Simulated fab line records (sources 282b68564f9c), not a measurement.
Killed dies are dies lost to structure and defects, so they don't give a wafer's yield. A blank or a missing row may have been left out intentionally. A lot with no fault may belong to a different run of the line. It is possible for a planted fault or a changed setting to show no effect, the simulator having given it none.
Code-filled problem report in 8D (eight disciplines) form ; flow rit cmos ; the parts of the form that need people (team, actions taken, sign-off) are left out

1. WHAT WENT WRONG
NRETRO_TW at RIT_NRETRO_TW_MEAS_10 reads a mean of 2220 on 6 wafers of 2 lots; wafers without a fault read 1062 with a standard deviation of 9.3. That is +99 or more standard deviations from the usual mean.
Earliest sighting: wafer L694.4 on film metro-01 at day 4 14:32. The record holds 42 wafers of 14 lots with a number at this step. By rule, "out" or "out of limits" means more than 4 standard deviations away from the usual mean. The other wafers with a number count as sound.

2. WHAT THIS IS AND IS NOT
question;is;is not
which readings at this step;NRETRO_TW;-
which lots;L694, L695;L683, L684, L685, L686, L689, L697, L698, L699, L701, L702, L703, L704
which wafers of those lots;all that have a number;-
read on which gauges;film metro-01, film metro-04;film metro-02
when;from day 4 14:32;"up to then (15 sound wafers); but 21 sound wafers of L697, L698, L699, L701, L702, L703, L704 came after"

3. WHAT RULES OUT EACH SUSPECT
Counting: any tool at a process step up to the reading is kept as a suspect provided that every lot that is out went through it and no sound lot did after the first of them.
- the gauge at RIT_NRETRO_TW_MEAS_10 is ruled out. Those wafers that are out were read across 2 gauges (film metro-01, film metro-04).
- implanter-02 at RIT_NRETRO_IMPLANT_08: kept. All lots that are out passed through it, beginning with L694 at day 4 14:16, and no sound lot followed; its final sound lot before that point was L684 at day 2 10:54. On those wafers its own readings are out: dose ions cm2, faraday current uA.
Remaining after the count: implanter-02 at RIT_NRETRO_IMPLANT_08.

4. THE CAUSE (what the simulator had put in)
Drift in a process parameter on implanter-02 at RIT_NRETRO_IMPLANT_08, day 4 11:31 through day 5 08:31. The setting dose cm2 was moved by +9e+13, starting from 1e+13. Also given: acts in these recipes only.
Only this tool survived the counting.

5. SEQUENCE OF EFFECTS, ordered by route
Each row: a reading whose mean over the struck wafers that have a number lies more than 3 standard deviations from the usual. Only readings whose record carries a usual standard deviation are examined. hours: median over the lots of the time between each lot's start at the first step of this table that gives one and its start at this step. sigmas: the change, counted in usual standard deviations.
hours;step;reading;usual;on struck wafers;change;sigmas
0;RIT_NRETRO_IMPLANT_08;dose ions cm2;1.0001e+13;1.0000e+14;+9.0002e+13;+99 or more
0;RIT_NRETRO_IMPLANT_08;faraday current uA;31.8;317.8;+285.9;+99 or more
0;RIT_NRETRO_TW_MEAS_10;NRETRO_TW;1062;2220;+1158;+99 or more
Here are the process steps it includes:
- RIT_NRETRO_IMPLANT_08

6. WHAT WOULD HAVE CAUGHT IT SOONER
The first out-of-limits reading at a measuring or inspecting step in this record came at day 4 14:32, 3 hours after the fault's start at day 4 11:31.
The tool's own readings at RIT_NRETRO_IMPLANT_08 were out on every struck wafer that the step has a row for (dose ions cm2, faraday current uA): an alarm limit on them would have fired on the first of those.
Of the lots that are out (2), L695 began RIT_NRETRO_IMPLANT_08 on implanter-02 after day 4 14:32. Had the tool been put on hold then, it would have been spared.
